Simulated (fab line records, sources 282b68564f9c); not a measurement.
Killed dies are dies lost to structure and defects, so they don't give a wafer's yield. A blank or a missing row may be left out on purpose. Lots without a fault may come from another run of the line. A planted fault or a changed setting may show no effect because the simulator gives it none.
Split-lot experiment | flow rit_cmos | 5 lots, 23 wafers read, on a route of 202 steps

THE SPLIT
At RIT_CONTACT_COAT_03 (resist thk 1000 nm), the setting spin_rpm was moved away from the recipe's 3250 rpm on 7 of the 23 wafers read, by -5.4% to +4.9%. The other wafers ran this setting at the recipe's value.

FROM THE SPLIT TO THE READING: what the file shows between them, 3 steps
- RIT_CONTACT_SOFTBAKE_04: time 60 s
- RIT_CONTACT_EXPOSE_05: exposes mask M11, target cd 1000 nm
- RIT_CONTACT_HARDBAKE_10: time 60 s

THE READING
NOVOLAK_of_CONTACT_COAT_03.thk_nm (the simulator's own value, which no gauge read), in nm, at RIT_CONTACT_ETCH_11 (etches SiO2 in CHF3/CF4/Ar, stops on TiSi2, target depth 480 nm, time 320 s). The file gives no usual value for it. The 16 wafers here that ran the recipe average 768.5 nm, standard deviation 4.4 nm.

wafer  | tool, chamber at the split | spin_rpm as run, rpm | against the recipe | NOVOLAK_of_CONTACT_COAT_03.thk_nm, nm | against lot-mates on the recipe
L074.1 | litho_track-01, 0          | 3074                 | -5.4%              | 797.9                                 | +26.1
L074.2 | litho_track-01, 0          | 3074                 | -5.4%              | 794.3                                 | +22.5
L074.4 | litho_track-01, 0          | 3250                 | recipe             | 774.6                                 | -
L074.5 | litho_track-01, 0          | 3074                 | -5.4%              | 799.4                                 | +27.6
L074.6 | litho_track-01, 0          | 3250                 | recipe             | 769                                   | -
L075.1 | litho_track-04, 0          | 3250                 | recipe             | 769.8                                 | -
L075.2 | litho_track-04, 0          | 3250                 | recipe             | 769.3                                 | -
L075.3 | litho_track-04, 0          | 3250                 | recipe             | 764.3                                 | -
L075.4 | litho_track-04, 0          | 3250                 | recipe             | 767.7                                 | -
L075.6 | litho_track-04, 0          | 3250                 | recipe             | 765                                   | -
L078.1 | litho_track-03, 0          | 3250                 | recipe             | 764.4                                 | -
L078.3 | litho_track-03, 0          | 3356                 | +3.3%              | 749.9                                 | -13.7
L078.4 | litho_track-03, 0          | 3356                 | +3.3%              | 752.3                                 | -11.3
L078.5 | litho_track-03, 0          | 3250                 | recipe             | 760.9                                 | -
L078.6 | litho_track-03, 0          | 3250                 | recipe             | 765.6                                 | -
L080.1 | litho_track-03, 0          | 3408                 | +4.9%              | 750.1                                 | -25.0
L080.2 | litho_track-03, 0          | 3250                 | recipe             | 775.1                                 | -
L080.3 | litho_track-03, 0          | 3408                 | +4.9%              | 755.1                                 | -20.0
L080.5 | litho_track-03, 0          | 3250                 | recipe             | 776.3                                 | -
L080.6 | litho_track-03, 0          | 3250                 | recipe             | 774                                   | -
L085.2 | litho_track-03, 0          | 3250                 | recipe             | 768.2                                 | -
L085.3 | litho_track-03, 0          | 3250                 | recipe             | 763.6                                 | -
L085.6 | litho_track-03, 0          | 3250                 | recipe             | 768.2                                 | -

THE FIT
A straight line over all 23 wafers: NOVOLAK_of_CONTACT_COAT_03.thk_nm changes by -4.69 nm for each +1% of spin_rpm; r = -0.94; the points scatter about the line by 4.7 nm.
The same after taking each lot's own level away (the mean of its wafers on the recipe; 23 wafers): -4.56 nm for each +1%; r = -0.98; scatter 2.3 nm.
On that fit, the largest move of spin_rpm shifts the reading by 25 nm.
The lots' own levels span 763.63 to 775.13 nm, that is 2.6 times the standard deviation above.
So the lot-to-lot level changes the slope little: the two slopes agree.
Check: with one of the wafers moved furthest among these (-5.4%) left out of the fit, the line predicts +24.6 nm for it against its lot-mates. It came out at +26.1 nm against them.

OTHER SPLITS ON THESE WAFERS
These wafers also went through other splits before the reading. Each is held against what the fit with the lots' levels taken away leaves over:
other split on the same wafers | wafers away from the commonest value | r with NOVOLAK_of_CONTACT_COAT_03.thk_nm (lot level and that fit taken away)
RIT_SDANNEAL_RTA_03 time_s     | 7                                    | -0.37
RIT_CONTACT_CVD_00 time_s      | 9                                    | +0.45

THE WHOLE CHAIN: every reading that the file lists as answering this split, in the file's order
step                    | what it does                                                                | reading                                                                            | change (the file's fit)              | r (the file's)
RIT_CONTACT_COAT_03     | resist thk 1000 nm                                                          | NOVOLAK_of_CONTACT_COAT_03.thk_nm (the simulator's own value, which no gauge read) | -5.24 nm for each +1% of the setting | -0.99
RIT_CONTACT_HARDBAKE_10 | time 60 s                                                                   | NOVOLAK_of_CONTACT_COAT_03.thk_nm (the simulator's own value, which no gauge read) | -4.58 nm for each +1% of the setting | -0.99
RIT_CONTACT_ETCH_11     | etches SiO2 in CHF3/CF4/Ar, stops on TiSi2, target depth 480 nm, time 320 s | NOVOLAK_of_CONTACT_COAT_03.thk_nm (the simulator's own value, which no gauge read) | -4.53 nm for each +1% of the setting | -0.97

THE FILE'S OWN FIT
NOVOLAK_of_CONTACT_COAT_03.thk_nm changes by -4.53 nm for each +1% of spin_rpm, r = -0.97.
